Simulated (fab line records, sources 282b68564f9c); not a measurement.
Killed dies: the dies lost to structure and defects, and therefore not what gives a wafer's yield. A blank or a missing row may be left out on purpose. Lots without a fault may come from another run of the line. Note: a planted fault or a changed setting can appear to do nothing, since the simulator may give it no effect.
One fault seen from 2 desks | flow rit-cmos | each desk holds nothing but its own numbers, with what lay behind them at the end

## THE METROLOGY DESK
What the gauges read for every lot (on any tool): the sampled wafers with a number, averaged. Marked OUT: a lot whose mean sits more than 4 standard deviations from the usual mean, which makes it out of limits; the brackets give that distance.
Columns: A = INCOMING_BOW at RIT_ACTIVE_BOW_MEAS_00, usual -1 um; B = NSD_TW at RIT_NSD_TW_MEAS_10, usual 3125; C = NLDD_RS at RIT_SDANNEAL_RS_MEAS_07, usual 151.8 ohm/sq
lot  | first seen here | A  | B    | C
L319 | day 1 10:02     | -5 | 3150 | 152.5
L320 | day 1 15:04     | 5  | 3154 | 152.7
L321 | day 1 20:00     | -8 | 3102 | 152.1
L322 | day 2 01:02     | -2 | 3091 | 151.8
L323 | day 2 06:00     | -1 | 3100 | 150.5
L328 | day 3 07:00     | -3 | 3114 | 149.8 (-4.1) OUT
L329 | day 3 12:01     | -1 | 3130 | 149.2 (-5.3) OUT
L332 | day 4 03:01     | 4  | 3108 | 152.1
L333 | day 4 08:02     | 0  | 3102 | 151.3
L334 | day 4 13:01     | 3  | 3146 | 151.9
L335 | day 4 18:02     | -1 | 3143 | 151.8
L338 | day 5 09:00     | -2 | 3148 | 151.6
L342 | day 6 05:00     | -4 | 3113 | 151.8
This desk finds L328, L329 out of limits, with the earliest case on L328 at day 4 22:42 (NLDD_RS at RIT_SDANNEAL_RS_MEAS_07). L319, L320, L321, L322, L323, L332, L333, L334, L335, L338, L342 stayed within limits.

## TOOL OWNER'S DESK, implanter-02
RIT_NLDD_IMPLANT_08, tool's own readings: per-lot mean of the sampled wafers with a number, covering each lot this tool ran. Marked OUT: a lot whose mean sits more than 4 standard deviations from the usual mean, which makes it out of limits; the brackets give that distance.
Columns: A = dose-ions-cm2 at RIT_NLDD_IMPLANT_08, usual 5e+14
lot  | first seen here | A
L328 | day 4 14:27     | 5e+14 (+18) OUT
L329 | day 4 19:29     | 5e+14 (+17) OUT
This desk finds L328, L329 out of limits, L328 being first, at day 4 14:27 (dose-ions-cm2 at RIT_NLDD_IMPLANT_08). In limits: none.

## BROUGHT TOGETHER
An alarm could have come from the tool owner's desk at day 4 14:27, on L328, L329.
An alarm was possible from the metrology desk at day 4 22:42, on L328, L329.
On implanter-02, each named lot ran RIT_NLDD_IMPLANT_08.

## WHAT THE SIMULATOR HAD PUT IN
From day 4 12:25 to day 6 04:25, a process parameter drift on implanter-02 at RIT_NLDD_IMPLANT_08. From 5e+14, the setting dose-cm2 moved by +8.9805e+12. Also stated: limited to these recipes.
Struck lots among those shown: L328, L329.
Hours from the fault's start to each desk's first reading out of limits: the tool owner's desk, 2; the metrology desk, 10.
